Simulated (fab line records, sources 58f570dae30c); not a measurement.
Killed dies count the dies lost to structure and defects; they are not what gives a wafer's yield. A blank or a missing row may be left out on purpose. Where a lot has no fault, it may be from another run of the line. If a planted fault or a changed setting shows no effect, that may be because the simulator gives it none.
Which tool is to blame? :: flow berkeley cmos170 :: 14 lots with 42 wafers sampled at 4 steps, on a route of 331 steps

WHAT EACH GAUGE READ, for each wafer
UCB170_PVT_OVL_MEAS_06. Usual: PVT_OVL typically reads 0 nm, with standard deviation 5.4.
lot: L486
measured: day 5 20:31
on: overlay-02
PVT_OVL (nm): -9 -13 -2
flag: 

lot: L487
measured: day 6 10:35
on: overlay-01
PVT_OVL (nm): 5 1 2
flag: 

lot: L490
measured: day 6 10:50
on: overlay-02
PVT_OVL (nm): 8 4 -1
flag: 

lot: L488
measured: day 6 11:39
on: overlay-01
PVT_OVL (nm): 1 8 -4
flag: 

lot: L489
measured: day 6 11:56
on: overlay-01
PVT_OVL (nm): 12 -2 6
flag: 

lot: L491
measured: day 6 19:37
on: overlay-01
PVT_OVL (nm): 9 2 1
flag: 

lot: L493
measured: day 7 11:35
on: overlay-01
PVT_OVL (nm): 0 -2 1
flag: 

lot: L498
measured: day 8 06:39
on: overlay-01
PVT_OVL (nm): 14 7 5
flag: 

lot: L499
measured: day 8 07:20
on: overlay-02
PVT_OVL (nm): 4 6 16
flag: 

lot: L502
measured: day 8 23:01
on: overlay-02
PVT_OVL (nm): -6 -6 -9
flag: 

lot: L504
measured: day 9 14:05
on: overlay-02
PVT_OVL (nm): 5 8 3
flag: 

lot: L505
measured: day 9 18:08
on: overlay-02
PVT_OVL (nm): -2 1 -3
flag: 

lot: L507
measured: day 10 04:06
on: overlay-01
PVT_OVL (nm): -1 -5 -2
flag: 

lot: L509
measured: day 10 13:52
on: overlay-02
PVT_OVL (nm): -5 6 3
flag: 

UCB170_GATE_OVL_MEAS_13. Usual: GATE_OVL typically reads 1 nm, with standard deviation 5.9.
lot: L486
measured: day 6 09:15
on: overlay-02
GATE_OVL (nm): -10 -6 -1
flag: 

lot: L487
measured: day 6 22:52
on: overlay-02
GATE_OVL (nm): -10 -17 0
flag: 

lot: L490
measured: day 6 22:35
on: overlay-02
GATE_OVL (nm): 1 3 8
flag: 

lot: L488
measured: day 6 23:22
on: overlay-02
GATE_OVL (nm): 1 7 9
flag: 

lot: L489
measured: day 6 23:08
on: overlay-02
GATE_OVL (nm): -1 7 -5
flag: 

lot: L491
measured: day 7 08:19
on: overlay-02
GATE_OVL (nm): 5 -6 4
flag: 

lot: L493
measured: day 7 22:55
on: overlay-01
GATE_OVL (nm): 7 -3 8
flag: 

lot: L498
measured: day 8 19:37
on: overlay-02
GATE_OVL (nm): 6 5 1
flag: 

lot: L499
measured: day 8 19:39
on: overlay-01
GATE_OVL (nm): -3 -5 4
flag: 

lot: L502
measured: day 9 11:46
on: overlay-02
GATE_OVL (nm): -2 -3 4
flag: 

lot: L504
measured: day 10 02:35
on: overlay-02
GATE_OVL (nm): -7 -1 -1
flag: 

lot: L505
measured: day 10 08:28
on: overlay-01
GATE_OVL (nm): 3 6 8
flag: 

lot: L507
measured: day 10 17:52
on: overlay-01
GATE_OVL (nm): 4 6 7
flag: 

lot: L509
measured: day 11 01:35
on: overlay-01
GATE_OVL (nm): -1 2 1
flag: 

UCB170_PSD_TW_MEAS_10. Usual: PSD_TW typically reads 2325, with standard deviation 14.
lot: L486
measured: day 7 00:17
on: film metro-01
PSD_TW: 2331 2332 2324
flag: 

lot: L487
measured: day 7 08:21
on: film metro-03
PSD_TW: 2316 2336 2318
flag: 

lot: L490
measured: day 7 08:55
on: film metro-01
PSD_TW: 2336 2319 2324
flag: 

lot: L488
measured: day 7 09:11
on: film metro-01
PSD_TW: 2323 2326 2318
flag: 

lot: L489
measured: day 7 08:38
on: film metro-04
PSD_TW: 2321 2332 2343
flag: 

lot: L491
measured: day 7 19:56
on: film metro-03
PSD_TW: 2324 2324 2317
flag: 

lot: L493
measured: day 8 09:46
on: film metro-01
PSD_TW: 2338 2330 2339
flag: 

lot: L498
measured: day 9 07:44
on: film metro-04
PSD_TW: 2328 2314 2330
flag: 

lot: L499
measured: day 9 07:55
on: film metro-03
PSD_TW: 2311 2311 2313
flag: 

lot: L502
measured: day 9 21:20
on: film metro-03
PSD_TW: 2309 2325 2315
flag: 

lot: L504
measured: day 10 14:01
on: film metro-01
PSD_TW: 2339 2354 2339
flag: 

lot: L505
measured: day 10 20:44
on: film metro-01
PSD_TW: 2349 2345 2335
flag: 

lot: L507
measured: day 11 04:56
on: film metro-03
PSD_TW: 2303 2303 2286
flag: 

lot: L509
measured: day 11 13:34
on: film metro-04
PSD_TW: 2329 2338 2338
flag: 

TOOL THAT RAN EACH LOT (tool first, then ch and the chambers of the sampled wafers, then the start)
lot: L486
UCB170_NLDD_SOFTBAKE_02: litho track-02 ch 0, day 6 13:17

lot: L487
UCB170_NLDD_SOFTBAKE_02: litho track-02 ch 0, day 7 01:59

lot: L490
UCB170_NLDD_SOFTBAKE_02: litho track-01 ch 0, day 7 01:31

lot: L488
UCB170_NLDD_SOFTBAKE_02: litho track-03 ch 0, day 7 02:30

lot: L489
UCB170_NLDD_SOFTBAKE_02: litho track-03 ch 0, day 7 02:04

lot: L491
UCB170_NLDD_SOFTBAKE_02: litho track-01 ch 0, day 7 12:13

lot: L493
UCB170_NLDD_SOFTBAKE_02: litho track-01 ch 0, day 8 01:55

lot: L498
UCB170_NLDD_SOFTBAKE_02: litho track-02 ch 0, day 8 22:36

lot: L499
UCB170_NLDD_SOFTBAKE_02: litho track-02 ch 0, day 8 23:20

lot: L502
UCB170_NLDD_SOFTBAKE_02: litho track-02 ch 0, day 9 15:17

lot: L504
UCB170_NLDD_SOFTBAKE_02: litho track-03 ch 0, day 10 05:44

lot: L505
UCB170_NLDD_SOFTBAKE_02: litho track-03 ch 0, day 10 11:11

lot: L507
UCB170_NLDD_SOFTBAKE_02: litho track-02 ch 0, day 10 20:22

lot: L509
UCB170_NLDD_SOFTBAKE_02: litho track-01 ch 0, day 11 04:45
- UCB170_NLDD_SOFTBAKE_02: time 60 s.

AS READ BY THE TOOLS THEMSELVES (means over the sampled wafers that have a number; for cases with no such wafer, the mark the record gives instead)
UCB170_NLDD_SOFTBAKE_02. Usual: plate temp C 129.98 C, standard deviation 0.17; run length s 88.98 s, standard deviation 0.16.
lot: L486
tool: litho track-02
plate temp C (C): 130.04
run length s (s): 89.04
flag: 

lot: L487
tool: litho track-02
plate temp C (C): 130.20
run length s (s): 88.90
flag: 

lot: L490
tool: litho track-01
plate temp C (C): 129.67
run length s (s): 89.08
flag: 

lot: L488
tool: litho track-03
plate temp C (C): 130.06
run length s (s): 88.87
flag: 

lot: L489
tool: litho track-03
plate temp C (C): 130.06
run length s (s): 88.73
flag: 

lot: L491
tool: litho track-01
plate temp C (C): 129.82
run length s (s): 93.13
flag: OFF

lot: L493
tool: litho track-01
plate temp C (C): 129.87
run length s (s): 93.16
flag: OFF

lot: L498
tool: litho track-02
plate temp C (C): 130.30
run length s (s): 88.97
flag: 

lot: L499
tool: litho track-02
plate temp C (C): 129.97
run length s (s): 89.02
flag: 

lot: L502
tool: litho track-02
plate temp C (C): 130.14
run length s (s): 88.97
flag: 

lot: L504
tool: litho track-03
plate temp C (C): 130.11
run length s (s): 88.78
flag: 

lot: L505
tool: litho track-03
plate temp C (C): 129.91
run length s (s): 88.93
flag: 

lot: L507
tool: litho track-02
plate temp C (C): 129.90
run length s (s): 88.97
flag: 

lot: L509
tool: litho track-01
plate temp C (C): 129.89
run length s (s): 89.24
flag: 

THE ANSWER, worked out from the rows above alone
Rule: take the mean of a lot's wafers that have a number; if it is more than 3 standard deviations from the usual mean, the lot is off. Also off: a lot with no number at a reading for which 4 or more lots have one. Any other lot the step has rows for is counted as sound. The gauges are gone through in route order, then the tools' own readings, and for those a lot's mean is taken as printed above. The first step at which some lot is off is used, and at that step the reading that is off furthest; a lot without a number counts as furthest.
Off: L491, L493, at UCB170_NLDD_SOFTBAKE_02 (run length s).
A tool fits if, at that step or a process step before it, it ran every lot that is off, and no sound lot after the first of them. No candidate that was tried fits.

WHAT THE SIMULATOR HAD PUT IN
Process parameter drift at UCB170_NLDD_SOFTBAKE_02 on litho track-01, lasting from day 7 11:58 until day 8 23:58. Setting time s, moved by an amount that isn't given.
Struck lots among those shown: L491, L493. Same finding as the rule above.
